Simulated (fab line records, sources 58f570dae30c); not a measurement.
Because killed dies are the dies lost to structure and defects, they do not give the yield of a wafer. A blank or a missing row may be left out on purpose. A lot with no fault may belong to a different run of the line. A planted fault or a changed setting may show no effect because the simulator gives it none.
A lot that was struck, set against a sound lot -- flow berkeleyCmos170 -- 32 out of 331 route steps
Sound: wafers L219.1, L219.3, L219.5. Wafers L222.1, L222.2, L222.6 were the ones struck. The cause comes at the end.
For every step that has rows: the tool of each side, followed by ch and its chambers, followed by its first start. Under that, the readings that differ: sound wafers -- struck wafers -- difference of the means -- sigmas: that difference in standard deviations of wafers without a fault.
alike: readings whose means differ by less than 2 such deviations, and words and numbers that are the same on both sides. not compared: withheld readings, readings that some wafer has no value for, bounds like >300 that may hide the same value, and numbers for which the record gives no deviation and whose values overlap.
Wherever a step has rows on one side only, a row that says differs or no value, or a row with sigmas, the two part there. Non-overlapping numbers with no deviation appear without sigmas and do not part them. A reading missing from all wafers of one side parts the sides only when that side holds two or more wafers.

UCB170_SDANNEAL_RTA_01: time 5 s.
  sound on rtpAnneal-02 ch 0, day 6 06:22; struck on rtpAnneal-01 ch 0, day 7 08:09
reading,sound,struck,difference,sigmas
lampPowerPct (%),40.7 40.6 40.7,35.8 35.8 35.8,-4.9,-2
  alike: wafer_temp_C_max
UCB170_SDANNEAL_RS_MEAS_02: uses a four-point probe to measure.
  sound on filmMetro-04 at day 6 06:25; struck on filmMetro-04 at day 7 08:13
  alike: PSD_RS
UCB170_SDANNEAL_RS_MEAS_03: uses a four-point probe to measure.
  sound on filmMetro-04 at day 6 06:32; struck on filmMetro-04 at day 7 08:20
  alike: NSD_RS
UCB170_SDANNEAL_RS_MEAS_04: uses a four-point probe to measure.
  sound on filmMetro-04 at day 6 06:40; struck on filmMetro-04 at day 7 08:27
  alike: PLDD_RS
UCB170_SDANNEAL_RS_MEAS_05: uses a four-point probe to measure.
  sound on filmMetro-04 at day 6 06:47; struck on filmMetro-04 at day 7 08:34
  alike: NLDD_RS
then, 1 step without rows for these wafers: UCB170_SILICIDE_PRE_CLEAN_00 (preclean etch time 60 s).
UCB170_SILICIDE_SPUTTER_01: material Ti, target thk 30 nm, time 25 s.
  sound on pvdSputter-02 at day 6 06:58; struck on pvdSputter-02 at day 7 08:46
  alike: throttleValvePct
UCB170_SILICIDE_RS_MEAS_02: uses a four-point probe to measure.
  sound on filmMetro-01 at day 6 07:00; struck on filmMetro-01 at day 7 08:47
reading,sound,struck,difference,sigmas
SILICIDE_TI_RS (ohm/sq),25.8 25.5 25.6,26.5 26.3 26.5,+0.8,+2
UCB170_SILICIDE_THK_MEAS_03: measures by xrf.
  sound on filmMetro-01 at day 6 07:07; struck on filmMetro-01 at day 7 08:55
reading,sound,struck,difference,sigmas
SILICIDE_TI_THK (nm),30.1 30.4 30.1,29.5 29.7 29.2,-0.7,-2
then, 3 steps without rows for these wafers: UCB170_SILICIDE_RTA_04 (time 15 s); UCB170_SILICIDE_WET_ETCH_05 (etches Ti in SPM, time 45 s); UCB170_CONTACT_CLEAN_00 (cleans in SPM, time 600 s).
UCB170_CONTACT_CVD_01: deposits PSG from SiH4/O2/PH3, target thk 700 nm, time 2820 s.
  sound on lpcvd-02 ch 0, day 6 08:10; struck on lpcvd-02 ch 1, day 7 09:37
  alike: spikeTcLoadC
UCB170_CONTACT_THK_MEAS_02:
  sound on filmMetro-02 at day 6 09:57; struck on filmMetro-01 at day 7 11:23
reading,sound,struck,difference,sigmas
CONTACT_PSG_THK (nm),713 714 705,597 599 599,-112,-15
then, 3 steps without rows for these wafers: UCB170_CONTACT_HMDS_03 (prime time 60 s); UCB170_CONTACT_COAT_04 (resist thk 900 nm); UCB170_CONTACT_SOFTBAKE_05 (time 60 s).
UCB170_CONTACT_STRIP_06: strips in O2.
  sound on plasmaAsher-04 ch 1, day 6 10:28; struck on plasmaAsher-01 ch 0,1, day 7 11:54
  alike: drypumpMotorCurrentA, oesProductAu, stripTimeToEndpointS
  not compared: rfHoursCounterH
then, 1 step without rows for these wafers: UCB170_CONTACT_CLEAN_07 (cleans in SPM, time 600 s).
UCB170_CONTACT_RTA_08: time 10 s.
  sound on rtpAnneal-02 ch 0, day 6 10:44; struck on rtpAnneal-01 ch 0, day 7 14:31
  alike: lampPowerPct, wafer_temp_C_max
then, 6 steps without rows for these wafers: UCB170_CONTACT_COAT_09; UCB170_CONTACT_COAT_10 (resist thk 900 nm); UCB170_CONTACT_SOFTBAKE_11 (time 60 s); UCB170_CONTACT_EXPOSE_12 (exposes mask CONT, target cd 700 nm); UCB170_CONTACT_PEB_13; UCB170_CONTACT_DEVELOP_14 (develop time 45 s).
UCB170_CONTACT_CD_MEAS_15: the cd target is 700 nm.
  sound on cdSem-01 at day 6 12:07; struck on cdSem-01 at day 7 15:49
  alike: cdNm
UCB170_CONTACT_OVL_MEAS_16:
  sound on overlay-02 at day 6 12:14; struck on overlay-01 at day 7 15:56
  alike: CONTACT_OVL
then, 1 step without rows for these wafers: UCB170_CONTACT_ETCH_17 (etches BARC in N2/H2).
UCB170_CONTACT_ETCH_18: etches PSG in CHF3/CF4/Ar, stops on TiSi2, target depth 840 nm, time 195 s.
  sound on rieDiel-04 ch 0,1,2; struck on rieDiel-01 ch 0,1,3
reading,sound,struck,difference,sigmas
oesProductAu (a.u.),0.912 0.918 0.883,0.836 0.801 0.833,-0.081,-5
  alike: cf4FlowSccm, drypumpMotorCurrentA, throttleValvePct
  not compared: rfHoursCounterH
UCB170_CONTACT_STRIP_19: strips in O2.
  sound on plasmaAsher-02 ch 0,1, day 6 12:26; struck on plasmaAsher-04 ch 0,1, day 7 16:08
  alike: drypumpMotorCurrentA, oesProductAu
  not compared: rfHoursCounterH
UCB170_M3_PROBE_99:
  only the struck wafers here have rows in the record (prober-02, day 8 12:19); the sound ones have none

## WHERE THEY PART
Earliest at UCB170_SDANNEAL_RTA_01; latest, in this record, at UCB170_M3_PROBE_99.

WHY: the cause the simulator had injected
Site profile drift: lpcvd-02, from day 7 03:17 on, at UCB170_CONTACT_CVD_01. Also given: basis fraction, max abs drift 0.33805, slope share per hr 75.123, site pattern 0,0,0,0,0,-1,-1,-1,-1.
